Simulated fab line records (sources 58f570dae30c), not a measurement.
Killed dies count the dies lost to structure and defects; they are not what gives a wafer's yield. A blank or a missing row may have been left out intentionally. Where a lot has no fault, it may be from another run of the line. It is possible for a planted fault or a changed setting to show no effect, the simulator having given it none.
Split-lot experiment + flow berkeleyCmos170 + route with 331 steps; 5 lots, 23 wafers read

## THE SPLIT
At UCB170_GATE_EXPOSE_09 (exposes mask POLY, target cd 350 nm), the setting doseMj was moved away from the recipe's 21 on 7 of the 23 wafers read, by -6.8% to +6.3%. The other wafers ran this setting at the recipe's value.

## FROM THE SPLIT TO THE READING: what the file shows between them, 5 steps
- UCB170_GATE_DEVELOP_11: develop time 45 s (also split here: developTimeS)
- UCB170_GATE_CD_MEAS_12: target cd 350 nm
- UCB170_GATE_ETCH_14: etches BARC in N2/H2
- UCB170_GATE_ETCH_15: etches poly-Si in HBr/Cl2, stops on SiO2, time 56.3 s, target depth 278.2 nm
- UCB170_GATE_STRIP_16: strips in O2

## THE READING
Shown in nm: cdNm at UCB170_GATE_CD_MEAS_90, with target cd 350 nm. On this fab line, fault-free wafers typically give 350.1 nm with a standard deviation of 1.5 nm.

| wafer  | tool, chamber at the split | doseMj as run | against the recipe | cdNm, nm | against lot-mates on the recipe |
|--------|----------------------------|---------------|--------------------|----------|---------------------------------|
| L074.1 | krfScanner-01, 0           | 21            | recipe             | 347.1    | -                               |
| L074.2 | krfScanner-01, 0           | 21            | recipe             | 350.1    | -                               |
| L074.4 | krfScanner-01, 0           | 21            | recipe             | 349.2    | -                               |
| L074.5 | krfScanner-01, 0           | 21            | recipe             | 348.0    | -                               |
| L074.6 | krfScanner-01, 0           | 21            | recipe             | 348.1    | -                               |
| L075.1 | krfScanner-01, 0           | 22.33         | +6.3%              | 341.0    | -10.6                           |
| L075.2 | krfScanner-01, 0           | 22.33         | +6.3%              | 341.3    | -10.2                           |
| L075.4 | krfScanner-01, 0           | 21            | recipe             | 351.5    | -                               |
| L075.5 | krfScanner-01, 0           | 21            | recipe             | 351.6    | -                               |
| L075.6 | krfScanner-01, 0           | 22.33         | +6.3%              | 339.6    | -11.9                           |
| L077.1 | krfScanner-02, 0           | 21            | recipe             | 346.3    | -                               |
| L077.2 | krfScanner-02, 0           | 21.8          | +3.8%              | 341.4    | -6.6                            |
| L077.3 | krfScanner-02, 0           | 21.8          | +3.8%              | 341.8    | -6.2                            |
| L077.4 | krfScanner-02, 0           | 21            | recipe             | 348.3    | -                               |
| L077.5 | krfScanner-02, 0           | 21            | recipe             | 349.3    | -                               |
| L079.2 | krfScanner-01, 0           | 19.58         | -6.8%              | 360.7    | +11.8                           |
| L079.3 | krfScanner-01, 0           | 21            | recipe             | 348.3    | -                               |
| L079.4 | krfScanner-01, 0           | 21            | recipe             | 348.6    | -                               |
| L079.5 | krfScanner-01, 0           | 21            | recipe             | 349.7    | -                               |
| L079.6 | krfScanner-01, 0           | 19.58         | -6.8%              | 361.6    | +12.7                           |
| L078.1 | krfScanner-02, 0           | 21            | recipe             | 350.7    | -                               |
| L078.3 | krfScanner-02, 0           | 21            | recipe             | 349.5    | -                               |
| L078.6 | krfScanner-02, 0           | 21            | recipe             | 350.2    | -                               |

THE FIT
A straight line over all 23 wafers: cdNm changes by -1.6 nm for each +1% of doseMj; r = -0.96; the points scatter about the line by 1.5 nm.
The same after taking each lot's own level away (the mean of its wafers on the recipe; 23 wafers): -1.76 nm for each +1%; r = -0.99; scatter 0.83 nm.
According to that fit, moving doseMj by its largest amount changes the reading by 12 nm.
Measured against the standard deviation above, the lots' own levels, which go from 347.97 to 351.55 nm, span 2.4 times it.
The two slopes agree, so the slope changes little with the lot-to-lot level.
Check: with one of the wafers moved furthest among these (-6.8%) left out of the fit, the line predicts +12 nm for it against its lot-mates. Against them it came out at +11.8 nm.

## OTHER SPLITS APPLIED TO THESE WAFERS
Other splits were also applied to these wafers ahead of the reading. Each is held against what the fit with the lots' levels taken away leaves over:
| other split on the same wafers        | wafers away from the commonest value | r with cdNm (lot level and that fit taken away) |
|---------------------------------------|--------------------------------------|-------------------------------------------------|
| UCB170_NWELL_CVD_04 timeS             | 15                                   | -0.06                                           |
| UCB170_NWELL_ETCH_13 overEtchFrac     | 8                                    | -0.07                                           |
| UCB170_PWELL_IMPLANT_15 energyKev     | 7                                    | +0.01                                           |
| UCB170_WELLDRIVE_OXIDATION_01 oxTimeS | 10                                   | +0.00                                           |
| UCB170_ACTIVE_STRIP_16 powerW         | 5                                    | -0.03                                           |
| UCB170_NVT_COAT_01 spinRpm            | 6                                    | +0.15                                           |
| UCB170_NVT_IMPLANT_07 doseCm2         | 4                                    | -0.21                                           |
| UCB170_GATE_DEVELOP_11 developTimeS   | 10                                   | -0.40                                           |

## THE WHOLE CHAIN: every reading that the file lists as answering this split, in the file's order
| step                   | what it does                                                                 | reading                                                    | change (the file's fit)              | r (the file's) |
|------------------------|------------------------------------------------------------------------------|------------------------------------------------------------|--------------------------------------|----------------|
| UCB170_GATE_CD_MEAS_12 | target cd 350 nm                                                             | cdNm                                                       | -1.78 nm for each +1% of the setting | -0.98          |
| UCB170_GATE_ETCH_15    | etches poly-Si in HBr/Cl2, stops on SiO2, time 56.3 s, target depth 278.2 nm | GATE.cdNm (the simulator's own value, which no gauge read) | -1.78 nm for each +1% of the setting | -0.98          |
| UCB170_GATE_CD_MEAS_90 | target cd 350 nm                                                             | cdNm                                                       | -1.76 nm for each +1% of the setting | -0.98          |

## THE FILE'S OWN FIT
cdNm changes by -1.76 nm for each +1% of doseMj, r = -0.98.
